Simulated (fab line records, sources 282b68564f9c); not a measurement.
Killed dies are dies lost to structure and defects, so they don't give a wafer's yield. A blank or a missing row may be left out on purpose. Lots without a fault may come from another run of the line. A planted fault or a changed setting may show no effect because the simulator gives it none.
A struck lot beside a sound one | flow rit_cmos | 43 steps out of a route of 202
Sound: wafers L578.1, L578.3, L578.5. Struck: wafers L585.1, L585.5, L585.6. The cause comes at the end.
At each step with rows: each side's tool, then ch and its chambers, then its first start. Under that, the readings that differ: sound wafers | struck wafers | difference of the means | sigmas: that difference in standard deviations of wafers without a fault.
alike: readings whose means differ by less than 2 such deviations, and words and numbers that are the same on both sides. not compared: withheld readings, readings that some wafer has no value for, bounds like >300 that may hide the same value, and numbers for which the record gives no deviation and whose values overlap.
The two part at a step that has a row with sigmas, a row that says differs or no value, or rows on one side only. Numbers that don't overlap but have no deviation are shown without sigmas and don't part them. A reading that every wafer of one side lacks parts them only if that side has two wafers or more.

first, 4 steps without rows for these wafers: RIT_ACTIVE_SOFTBAKE_07 (time 60 s); RIT_ACTIVE_EXPOSE_08 (exposes mask M1, target cd 1400 nm); RIT_ACTIVE_PEB_09; RIT_ACTIVE_DEVELOP_10 (develop time 50 s).
RIT_ACTIVE_CD_MEAS_11: target cd 1400 nm.
  sound on cd_sem-01, day 2 20:34; struck on cd_sem-02, day 4 07:34
  alike: cd_nm
then, 1 step without rows for these wafers: RIT_ACTIVE_HARDBAKE_12 (time 60 s).
RIT_ACTIVE_ETCH_13: etches Si3N4 in SF6, stops on SiO2, time 210 s, target depth 210 nm.
  sound on rie_diel-04 ch 0,1, day 2 20:50; struck on rie_diel-02 ch 0,3, day 4 07:50
  alike: chamber_pressure_mTorr, drypump_motor_current_A, oes_product_au, rf_fwd_power_W, throttle_valve_pct
  not compared: rf_hours_counter_h
RIT_ACTIVE_STRIP_14: strips in O2, time 180 s.
  sound on plasma_asher-04 ch 0,1, day 2 20:58; struck on plasma_asher-01 ch 0,1, day 4 07:58
  alike: chamber_pressure_mTorr, drypump_motor_current_A
  not compared: rf_hours_counter_h
RIT_ACTIVE_CD_MEAS_90: target cd 1400 nm.
  sound on cd_sem-01, day 2 21:08; struck on cd_sem-01, day 4 08:08
  alike: cd_nm
then, 3 steps without rows for these wafers: RIT_ACTIVE_CLEAN_15 (cleans in SC1, time 600 s); RIT_ACTIVE_CLEAN_16 (cleans in dHF, time 30 s); RIT_ACTIVE_CLEAN_17 (cleans in SC2, time 600 s).
RIT_FOX1_OXIDATION_00: target thk 350.7 nm, ox time 1130 s.
  sound on furnace-03 ch 0, day 2 22:11; struck on furnace-04 ch 0, day 4 08:52
  alike: spike_tc_source_C, zone_power_centre_pct
RIT_FOX1_THK_MEAS_01:
  sound on film_metro-03, day 2 23:30; struck on film_metro-01, day 4 10:11
  reading             | sound       | struck      | difference | sigmas
  FOX1_OXIDE_THK (nm) | 364 366 361 | 341 339 343 | -23        | -3
then, 2 steps without rows for these wafers: RIT_FOX1_WET_ETCH_02 (etches SiO2 in BOE, target depth 350 nm, time 390 s); RIT_FOX2_OXIDATION_00 (target thk 350.7 nm, ox time 1130 s).
RIT_FOX2_THK_MEAS_01:
  sound on film_metro-02, day 3 01:51; struck on film_metro-04, day 4 11:40
  alike: FOX2_OXIDE_THK
then, 2 steps without rows for these wafers: RIT_FOX2_CLEAN_02 (cleans in dHF, time 180 s); RIT_FOX2_WET_ETCH_03 (etches Si3N4 in H3PO4, target depth 195 nm, time 2700 s).
RIT_FOX2_THK_MEAS_90:
  sound on film_metro-01, day 3 02:44; struck on film_metro-02, day 4 12:32
  alike: FIELD_OXIDE_LEFT_1_THK
then, 6 steps without rows for these wafers: RIT_NWELL_HMDS_00 (prime time 60 s); RIT_NWELL_COAT_01 (resist thk 1300 nm); RIT_NWELL_SOFTBAKE_02 (time 60 s); RIT_NWELL_EXPOSE_03 (exposes mask M2, target cd 43900 nm); RIT_NWELL_PEB_04; RIT_NWELL_DEVELOP_05 (develop time 68 s).
RIT_NWELL_OVL_MEAS_06:
  sound on overlay-02, day 3 03:40; struck on overlay-01, day 4 13:29
  alike: NWELL_OVL
then, 2 steps without rows for these wafers: RIT_NWELL_HARDBAKE_07 (time 120 s); RIT_NWELL_IMPLANT_08.
RIT_NWELL_STRIP_09: strips in O2, time 180 s.
  sound on plasma_asher-01 ch 1, day 3 04:06; struck on plasma_asher-01 ch 0,1, day 4 13:55
  alike: chamber_pressure_mTorr, drypump_motor_current_A
  not compared: rf_hours_counter_h
RIT_NWELL_TW_MEAS_10:
  sound on film_metro-04, day 3 04:17; struck on film_metro-04, day 4 14:05
  alike: NWELL_TW
then, 6 steps without rows for these wafers: RIT_PWELL_HMDS_00 (prime time 60 s); RIT_PWELL_COAT_01 (resist thk 1300 nm); RIT_PWELL_SOFTBAKE_02 (time 60 s); RIT_PWELL_EXPOSE_03 (exposes mask M3, target cd 43700 nm); RIT_PWELL_PEB_04; RIT_PWELL_DEVELOP_05 (develop time 68 s).
RIT_PWELL_OVL_MEAS_06:
  sound on overlay-02, day 3 05:22; struck on overlay-02, day 4 15:10
  alike: PWELL_OVL
then, 2 steps without rows for these wafers: RIT_PWELL_HARDBAKE_07 (time 120 s); RIT_PWELL_IMPLANT_08.
RIT_PWELL_STRIP_09: strips in O2, time 180 s.
  sound on plasma_asher-02 ch 0,1, day 3 05:48; struck on plasma_asher-03 ch 0,1, day 4 15:36
  alike: chamber_pressure_mTorr, drypump_motor_current_A
  not compared: rf_hours_counter_h
RIT_PWELL_TW_MEAS_10:
  sound on film_metro-02, day 3 05:59; struck on film_metro-02, day 4 15:46
  alike: PWELL_TW
RIT_M1_PROBE_99:
  sound on prober-01, day 4 16:40; struck on prober-01, day 6 02:37
  reading                                      | sound                | struck               | difference | sigmas
  model.etest.diode_nwell_sub.leak_log10_a_cm2 | -7.479 -7.622 -7.447 | -6.759 -6.943 -6.813 | +0.678     |
  alike: killed_at_contacts, killed_at_front_end, killed_dies, killed_on_rim, killed_open, killed_short
  not compared: model.etest.pmos_0p15.gate_bv_v, model.etest.nmos_0p15.gate_bv_v, model.etest.nmos_0p3.bv_v, model.etest.nmos_0p15.bv_v

WHERE THEY PART
Only at RIT_FOX1_THK_MEAS_01, within this record. Later steps at which nothing parts them and some readings are alike: RIT_FOX2_THK_MEAS_01, RIT_FOX2_THK_MEAS_90, RIT_NWELL_OVL_MEAS_06, RIT_NWELL_STRIP_09, RIT_NWELL_TW_MEAS_10, RIT_PWELL_OVL_MEAS_06, RIT_PWELL_STRIP_09, RIT_PWELL_TW_MEAS_10, RIT_M1_PROBE_99.

WHY: what the simulator had put in
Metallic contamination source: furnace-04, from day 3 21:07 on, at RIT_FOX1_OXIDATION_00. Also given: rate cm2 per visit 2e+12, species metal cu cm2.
